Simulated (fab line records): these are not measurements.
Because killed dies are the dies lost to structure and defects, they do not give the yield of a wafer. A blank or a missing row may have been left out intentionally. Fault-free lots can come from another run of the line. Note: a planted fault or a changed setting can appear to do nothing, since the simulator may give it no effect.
fab line records ; flow rit-cmos ; part 2 of 2: steps 27 to 36 of 36
record: lots: 5; wafers: 15; last-day: 7
route steps=202 shown NLDD@111 PLDD@114 SPACER@125 NSD@131 PSD@142
lots that met no fault: taken from a fault-free run of the same line
start-h: the number of hours between the record's first day and the start of the first shown wafer of the lot ; wait-h: how many hours have passed since the lot's step before this one ; " the same as in the row above ; L1.1+2: a row that stands for several wafers ; - no value present, or no start provided ; * or withheld: withheld ; < > ~ a bound
route shown NAME@n: NAME is a module with steps in the file, n the number in the route of the first one ; usual: mean/standard deviation of fault-free wafers ; same: alike in all rows ; chamber/n: place in a boat ; sites: the reading at each site ; _std_site: standard deviation across them ; _edge_site: the outer-site mean with the inner-site mean subtracted ; radius-mm: for every site, how far away it sits from the centre of the wafer ; mask NAME#n: copy n ; behind: the most recent tool/chamber to have shaped the wafer ; hold: what put the lot on hold/how long, in hours/how the hold closed ; device: whichever transistor did not switch (one of n, p or np) ; end of line: the same wafers' tests at the end of the route ; a step with no rows: only its recipe ; killed: not the wafer's yield, but the dies lost to structure and defects at the first sort ; map: a wafer's dies, marking killed ones x, the rest . and places with no die _
set.NAME: the setting as run; set.NAME@STEP: as run at that earlier step ; model.NAME: the simulator's own value behind a step, which no gauge read
lots seen at some steps along the route; tables by step, rows by wafer
services: from which hour (start-h, from the record's first day; less than 0 if before it) a tool's chamber was out of use, for how many hours, and why
== steps ==
step: RIT_NSD_OVL_MEAS_06
usual: NSD_OVL: 0.0/1.4
lot.wafer;tool;chamber;start-h;wait-h;NSD_OVL[nm]
L076.1;overlay-01;-;67.03;-;-0.3
L076.2;overlay-01;-;67.03;-;-1.4
L076.3;overlay-01;-;67.03;-;-1.5
L080.2;overlay-02;-;85.55;-;1.8
L080.3;overlay-02;-;85.55;-;0.7
L080.4;overlay-02;-;85.55;-;-0.9
L084.1;overlay-02;-;101.29;-;-2.3
L084.2;overlay-02;-;101.29;-;-3.6
L084.4;overlay-02;-;101.29;-;-2.0
L095.4;overlay-01;-;155.77;-;1.2
L095.5;overlay-01;-;155.77;-;0.9
L095.6;overlay-01;-;155.77;-;0.3
L096.1;overlay-01;-;162.25;-;1.4
L096.4;overlay-01;-;162.25;-;1.3
L096.5;overlay-01;-;162.25;-;1.5
step: RIT_NSD_HARDBAKE_07
recipe: resist: NOVOLAK; temp-c: 140; time-s: 60
usual: plate-temp-C: 140.01/0.14; resist-line-temp-C: 23.02/0.11
same: time-s: 60
lot.wafer;tool;chamber;start-h;wait-h;plate-temp-C;resist-line-temp-C
L076.1;litho-track-04;0;67.07;0.0;140.09;23.05
L076.2;litho-track-04;0;67.07;0.0;140.12;23.22
L076.3;litho-track-04;0;67.07;0.0;140.27;23.29
L080.2;litho-track-03;0;85.61;0.0;139.76;22.89
L080.3;litho-track-03;0;85.61;0.0;140.17;23.15
L080.4;litho-track-03;0;85.61;0.0;139.90;23.17
L084.1;litho-track-03;0;101.32;0.0;140.16;23.06
L084.2;litho-track-03;0;101.32;0.0;140.11;23.04
L084.4;litho-track-03;0;101.32;0.0;140.15;23.14
L095.4;litho-track-01;0;155.86;0.1;140.10;23.00
L095.5;litho-track-01;0;155.86;0.1;140.11;22.92
L095.6;litho-track-01;0;155.86;0.1;140.06;23.04
L096.1;litho-track-04;0;162.40;0.1;139.92;22.99
L096.4;litho-track-04;0;162.40;0.1;139.82;23.15
L096.5;litho-track-04;0;162.40;0.1;140.19;23.10
step: RIT_NSD_IMPLANT_08
recipe: species: P; energy-kev: 25.27; dose-cm2: 1e+15; tilt-deg: 7
usual: dose-ions-cm2: 9.999e+14/1e+12
lot.wafer;tool;chamber;start-h;wait-h;dose-ions-cm2
L076.1;implanter-03;0;67.22;0.1;1.0005e+15
L076.2;implanter-03;0;67.22;0.1;9.993e+14
L076.3;implanter-03;0;67.22;0.1;9.987e+14
L080.2;implanter-03;0;85.76;0.1;9.993e+14
L080.3;implanter-03;0;85.76;0.1;9.992e+14
L080.4;implanter-03;0;85.76;0.1;1.0004e+15
L084.1;implanter-01;0;101.47;0.1;1.0008e+15
L084.2;implanter-01;0;101.47;0.1;1.0014e+15
L084.4;implanter-01;0;101.47;0.1;9.994e+14
L095.4;implanter-04;0;156.01;0.1;9.992e+14
L095.5;implanter-04;0;156.01;0.1;1.0008e+15
L095.6;implanter-04;0;156.01;0.1;1.0014e+15
L096.1;implanter-04;0;162.55;0.1;9.999e+14
L096.4;implanter-04;0;162.55;0.1;9.998e+14
L096.5;implanter-04;0;162.55;0.1;9.977e+14
step: RIT_NSD_STRIP_09
recipe: chemistry: O2; time-s: 180; resist: NOVOLAK; platen-temp-c: withheld; power-w: 500; pressure-mtorr: 4000; o2-flow-sccm: 4000
usual: drypump-motor-current-A: 5.80/0.27; o2-flow-sccm: 3999/12
same: time-s: 180
lot.wafer;tool;chamber;start-h;wait-h;drypump-motor-current-A;o2-flow-sccm;rf-hours-counter-h
L076.1;plasma-asher-03;0;67.37;0.1;5.85;3999;41
L076.2;plasma-asher-03;1;67.37;0.1;6.17;3968;41
L076.3;plasma-asher-03;0;67.37;0.1;5.83;4027;-
L080.2;plasma-asher-03;0;85.88;0.1;5.87;3988;44
L080.3;plasma-asher-03;1;85.88;0.1;6.21;4015;-
L080.4;plasma-asher-03;0;85.88;0.1;5.88;3995;-
L084.1;plasma-asher-04;0;101.62;0.1;5.96;3997;43
L084.2;plasma-asher-04;1;101.62;0.1;5.62;3987;43
L084.4;plasma-asher-04;1;101.62;0.1;5.62;4022;-
L095.4;plasma-asher-03;0;156.14;0.1;5.91;3994;-
L095.5;plasma-asher-03;1;156.14;0.1;6.15;3994;-
L095.6;plasma-asher-03;0;156.14;0.1;5.89;3985;-
L096.1;plasma-asher-03;0;162.70;0.1;5.87;3980;5
L096.4;plasma-asher-03;0;162.70;0.1;5.82;3995;-
L096.5;plasma-asher-03;1;162.70;0.1;6.17;3987;-
step: RIT_NSD_TW_MEAS_10
usual: NSD_TW: 3156/16
lot.wafer;tool;chamber;start-h;wait-h;NSD_TW
L076.1;film-metro-02;-;67.54;0.1;3170
L076.2;film-metro-02;-;67.54;0.1;3153
L076.3;film-metro-02;-;67.54;0.1;3159
L080.2;film-metro-02;-;86.07;0.1;3178
L080.3;film-metro-02;-;86.07;0.1;3170
L080.4;film-metro-02;-;86.07;0.1;3167
L084.1;film-metro-01;-;101.80;0.1;3128
L084.2;film-metro-01;-;101.80;0.1;3157
L084.4;film-metro-01;-;101.80;0.1;3149
L095.4;film-metro-04;-;156.29;0.1;3123
L095.5;film-metro-04;-;156.29;0.1;3131
L095.6;film-metro-04;-;156.29;0.1;3128
L096.1;film-metro-01;-;162.87;0.1;3170
L096.4;film-metro-01;-;162.87;0.1;3135
L096.5;film-metro-01;-;162.87;0.1;3163
step: RIT_PSD_HMDS_00
recipe: prime-time-s: 60; prime-temp-c: 140
usual: resist-line-temp-C: 22.97/0.11
lot.wafer;tool;chamber;start-h;wait-h;resist-line-temp-C
L076.1;litho-track-01;0;67.60;0.1;23.29
L076.2;litho-track-01;0;67.60;0.1;23.12
L076.3;litho-track-01;0;67.60;0.1;23.12
L080.2;litho-track-02;0;86.14;0.1;23.00
L080.3;litho-track-02;0;86.14;0.1;22.92
L080.4;litho-track-02;0;86.14;0.1;22.84
L084.1;litho-track-01;0;101.96;0.1;23.00
L084.2;litho-track-01;0;101.96;0.1;22.93
L084.4;litho-track-01;0;101.96;0.1;22.99
L095.4;litho-track-04;0;156.40;0.1;23.09
L095.5;litho-track-04;0;156.40;0.1;22.75
L095.6;litho-track-04;0;156.40;0.1;23.08
L096.1;litho-track-01;0;162.93;0.1;22.86
L096.4;litho-track-01;0;162.93;0.1;23.12
L096.5;litho-track-01;0;162.93;0.1;22.95
step: RIT_PSD_COAT_01
recipe: resist: NOVOLAK; spin-rpm: 3250; resist-thk-nm: 1000
usual: resist-line-temp-C: 22.99/0.11
lot.wafer;tool;chamber;start-h;wait-h;resist-line-temp-C
L076.1;litho-track-01;0;67.75;0.1;22.82
L076.2;litho-track-01;0;67.75;0.1;23.03
L076.3;litho-track-01;0;67.75;0.1;23.17
L080.2;litho-track-02;0;86.29;0.1;23.16
L080.3;litho-track-02;0;86.29;0.1;23.24
L080.4;litho-track-02;0;86.29;0.1;23.23
L084.1;litho-track-01;0;102.11;0.1;22.96
L084.2;litho-track-01;0;102.11;0.1;22.79
L084.4;litho-track-01;0;102.11;0.1;22.90
L095.4;litho-track-04;0;156.55;0.1;23.04
L095.5;litho-track-04;0;156.55;0.1;23.06
L095.6;litho-track-04;0;156.55;0.1;23.02
L096.1;litho-track-01;0;163.08;0.1;23.24
L096.4;litho-track-01;0;163.08;0.1;23.14
L096.5;litho-track-01;0;163.08;0.1;23.14
step: RIT_PSD_SOFTBAKE_02
recipe: resist: NOVOLAK; temp-c: 90; time-s: 60
usual: plate-temp-C: 90.03/0.12; resist-line-temp-C: 23.00/0.099
same: time-s: 60
lot.wafer;tool;chamber;start-h;wait-h;plate-temp-C;resist-line-temp-C
L076.1;litho-track-01;0;67.90;0.1;90.12;22.93
L076.2;litho-track-01;0;67.90;0.1;90.12;22.90
L076.3;litho-track-01;0;67.90;0.1;90.01;22.95
L080.2;litho-track-02;0;86.44;0.1;90.08;22.96
L080.3;litho-track-02;0;86.44;0.1;90.03;22.95
L080.4;litho-track-02;0;86.44;0.1;90.02;23.11
L084.1;litho-track-01;0;102.26;0.1;90.06;22.70
L084.2;litho-track-01;0;102.26;0.1;90.02;22.95
L084.4;litho-track-01;0;102.26;0.1;90.07;23.00
L095.4;litho-track-04;0;156.70;0.1;90.14;23.01
L095.5;litho-track-04;0;156.70;0.1;90.19;22.98
L095.6;litho-track-04;0;156.70;0.1;90.06;22.96
L096.1;litho-track-01;0;163.23;0.1;89.81;22.98
L096.4;litho-track-01;0;163.23;0.1;89.99;23.12
L096.5;litho-track-01;0;163.23;0.1;89.80;23.10
step: RIT_PSD_EXPOSE_03
recipe: mask-id: M10; na: 0.57; target-cd-nm: 40900; dose-mj: 250
same: na: 0.57
lot.wafer;tool;chamber;start-h;wait-h;mask
L076.1+2+3;iline-stepper-01;0;68.18;0.2;M10#0
L080.2+3+4;iline-stepper-02;0;86.71;0.2;M10#0
L084.1+2+4;iline-stepper-02;0;102.53;0.2;M10#0
L095.4+5+6;iline-stepper-02;0;156.83;0.1;M10#0
L096.1+4+5;iline-stepper-01;0;163.51;0.2;M10#0
step: RIT_PSD_PEB_04
recipe: resist: NOVOLAK; temp-c: withheld; time-s: withheld
usual: resist-line-temp-C: *
lot.wafer;tool;chamber;start-h;wait-h;resist-line-temp-C
L076.1;litho-track-01;0;68.30;0.1;*
L076.2;litho-track-01;0;68.30;0.1;*
L076.3;litho-track-01;0;68.30;0.1;*
L080.2;litho-track-01;0;86.84;0.1;*
L080.3;litho-track-01;0;86.84;0.1;*
L080.4;litho-track-01;0;86.84;0.1;*
L084.1;litho-track-02;0;102.65;0.1;*
L084.2;litho-track-02;0;102.65;0.1;*
L084.4;litho-track-02;0;102.65;0.1;*
L095.4;litho-track-01;0;156.96;0.1;*
L095.5;litho-track-01;0;156.96;0.1;*
L095.6;litho-track-01;0;156.96;0.1;*
L096.1;litho-track-02;0;163.62;0.1;*
L096.4;litho-track-02;0;163.62;0.1;*
L096.5;litho-track-02;0;163.62;0.1;*
== services ==
tool;chamber;start-h;hours;kind
wet-bench-02;-;42.42;47.1;pm
rie-diel-02;0;51.08;6.5;repair
rie-diel-02;1;51.39;4.6;repair
plasma-asher-01;-;54.90;3.0;repair
rie-diel-04;2;65.20;3.4;repair
wet-bench-03;-;81.72;4.1;repair
plasma-asher-04;-;89.88;0.5;repair
lpcvd-01;-;100.24;1.7;repair
implanter-02;-;107.19;5.2;repair
implanter-04;-;107.93;3.1;repair
plasma-asher-03;-;108.75;9.0;pm
plasma-asher-03;0;108.75;9.0;vent-cycle
plasma-asher-03;1;108.75;9.0;vent-cycle
rie-diel-01;0;112.22;31.6;repair
plasma-asher-03;0;117.75;-;clean
plasma-asher-03;1;117.75;-;clean
rie-diel-04;0;123.51;8.8;repair
rie-diel-01;-;129.58;0.1;repair
implanter-04;-;130.88;5.3;pm
plasma-asher-02;-;132.94;4.4;repair
implanter-04;-;146.30;0.8;repair
implanter-01;-;146.92;0.6;repair
implanter-01;-;151.03;14.2;pm
rie-diel-01;0;163.25;3.3;repair
